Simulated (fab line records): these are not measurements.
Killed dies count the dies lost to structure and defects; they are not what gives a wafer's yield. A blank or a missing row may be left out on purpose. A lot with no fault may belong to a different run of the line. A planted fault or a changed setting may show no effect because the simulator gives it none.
Struck lot and sound lot, side by side / flow ritCmos / 43 out of 202 route steps
Sound: wafers L558.2, L558.5, L558.6. Wafers L565.1, L565.4, L565.6 were the ones struck. Last of all comes the cause.
Order at every step that has rows: each side's tool, ch and its chambers, its first start. Under that, the readings that differ: sound wafers / struck wafers / difference of the means / sigmas: that difference in standard deviations of wafers without a fault.
alike: readings whose means differ by less than 2 such deviations, and words and numbers that are the same on both sides. not compared: withheld readings, readings that some wafer has no value for, bounds like >300 that may hide the same value, and numbers for which the record gives no deviation and whose values overlap.
A row with sigmas, a row that says differs or no value, or rows on one side alone: a step with any of these is where the two part. Numbers that have no deviation but don't overlap get no sigmas and don't part them. A reading that every wafer of one side lacks parts them only if that side has two wafers or more.

first, 2 steps without rows for these wafers: RIT_FOX2_CLEAN_02 (cleans in dHF, time 180 s); RIT_FOX2_WET_ETCH_03 (etches Si3N4 in H3PO4, target depth 195 nm, time 2700 s).
RIT_FOX2_THK_MEAS_90:
  struck on filmMetro-04, day 4 09:54; sound on filmMetro-01, day 2 23:39
reading=FIELD_OXIDE_LEFT_1_THK (nm); sound=322 319 321; struck=339 338 337; difference=+17; sigmas=+3
then, 6 steps without rows for these wafers: RIT_NWELL_HMDS_00 (prime time 60 s); RIT_NWELL_COAT_01 (resist thk 1300 nm); RIT_NWELL_SOFTBAKE_02 (time 60 s); RIT_NWELL_EXPOSE_03 (exposes mask M2, target cd 43900 nm); RIT_NWELL_PEB_04; RIT_NWELL_DEVELOP_05 (develop time 68 s).
RIT_NWELL_OVL_MEAS_06:
  struck on overlay-02, day 4 10:50; sound on overlay-01, day 3 00:35
  alike: NWELL_OVL
then, 2 steps without rows for these wafers: RIT_NWELL_HARDBAKE_07 (time 120 s); RIT_NWELL_IMPLANT_08.
RIT_NWELL_STRIP_09: strips in O2, time 180 s.
  sound on plasmaAsher-04 ch 0,1, day 3 01:01; struck on plasmaAsher-04 ch 0, day 4 11:17
  no value came back on the struck wafers for chamberPressureMTorr (mTorr), drypumpMotorCurrentA (A); on the sound wafers chamberPressureMTorr (mTorr) reads 4004 4003 3998
reading=model.NOVOLAK_of_NWELL_COAT_01.thkNm (nm); sound=0 0 0; struck=1139 1133 1139; difference=+1137; sigmas=
  not compared: rfHoursCounterH
RIT_NWELL_TW_MEAS_10:
  struck on filmMetro-01, day 4 11:27; sound on filmMetro-01, day 3 01:13
  alike: NWELL_TW
then, 6 steps without rows for these wafers: RIT_PWELL_HMDS_00 (prime time 60 s); RIT_PWELL_COAT_01 (resist thk 1300 nm); RIT_PWELL_SOFTBAKE_02 (time 60 s); RIT_PWELL_EXPOSE_03 (exposes mask M3, target cd 43700 nm); RIT_PWELL_PEB_04; RIT_PWELL_DEVELOP_05 (develop time 68 s).
RIT_PWELL_OVL_MEAS_06:
  struck on overlay-02, day 4 12:23; sound on overlay-02, day 3 02:16
  alike: PWELL_OVL
then, 2 steps without rows for these wafers: RIT_PWELL_HARDBAKE_07 (time 120 s); RIT_PWELL_IMPLANT_08.
RIT_PWELL_STRIP_09: strips in O2, time 180 s.
  sound on plasmaAsher-03 ch 0,1, day 3 02:42; struck on plasmaAsher-01 ch 0,1, day 4 12:50
  alike: chamberPressureMTorr, drypumpMotorCurrentA
  not compared: rfHoursCounterH
RIT_PWELL_TW_MEAS_10:
  struck on filmMetro-03, day 4 13:00; sound on filmMetro-03, day 3 02:53
reading=PWELL_TW; sound=940 947 944; struck=30 30 30; difference=-914; sigmas=-99 or more
then, 1 step without rows for these wafers: RIT_WELLDRIVE_ANNEAL_00 (time 14700 s).
RIT_WELLDRIVE_RS_MEAS_01: measurement is done with a four-point probe.
  struck on filmMetro-01, day 4 18:32; sound on filmMetro-04, day 3 11:49
  alike: NWELL_RS
RIT_WELLDRIVE_RS_MEAS_02: measurement is done with a four-point probe.
  struck on filmMetro-01, day 4 18:39; sound on filmMetro-04, day 3 11:56
  alike: PWELL_RS
then, 6 steps without rows for these wafers: RIT_NRETRO_HMDS_00 (prime time 60 s); RIT_NRETRO_COAT_01 (resist thk 1300 nm); RIT_NRETRO_SOFTBAKE_02 (time 60 s); RIT_NRETRO_EXPOSE_03 (exposes mask M4, target cd 43900 nm); RIT_NRETRO_PEB_04; RIT_NRETRO_DEVELOP_05 (develop time 68 s).
RIT_NRETRO_OVL_MEAS_06:
  struck on overlay-02, day 4 19:39; sound on overlay-02, day 3 12:55
  alike: NRETRO_OVL
then, 2 steps without rows for these wafers: RIT_NRETRO_HARDBAKE_07 (time 120 s); RIT_NRETRO_IMPLANT_08.
RIT_NRETRO_STRIP_09: strips in O2, time 180 s.
  sound on plasmaAsher-03 ch 0,1, day 3 13:21; struck on plasmaAsher-03 ch 0,1, day 4 20:05
  alike: chamberPressureMTorr, drypumpMotorCurrentA
  not compared: rfHoursCounterH
RIT_NRETRO_TW_MEAS_10:
  struck on filmMetro-03, day 4 20:16; sound on filmMetro-03, day 3 13:32
reading=NRETRO_TW; sound=1037 1038 1038; struck=30 30 30; difference=-1008; sigmas=-99 or more
then, 3 steps without rows for these wafers: RIT_PRETRO_HMDS_00 (prime time 60 s); RIT_PRETRO_COAT_01 (resist thk 1300 nm); RIT_PRETRO_SOFTBAKE_02 (time 60 s).
RIT_PRETRO_TW_MEAS_10:
  struck on filmMetro-03, day 4 21:56; sound on filmMetro-03, day 3 15:05
reading=PRETRO_TW; sound=473 471 475; struck=30 30 30; difference=-443; sigmas=-99 or more

WHERE THEY PART
Last at RIT_PRETRO_TW_MEAS_10 as far as this record goes, first at RIT_FOX2_THK_MEAS_90.

WHY: what had been put in by the simulator
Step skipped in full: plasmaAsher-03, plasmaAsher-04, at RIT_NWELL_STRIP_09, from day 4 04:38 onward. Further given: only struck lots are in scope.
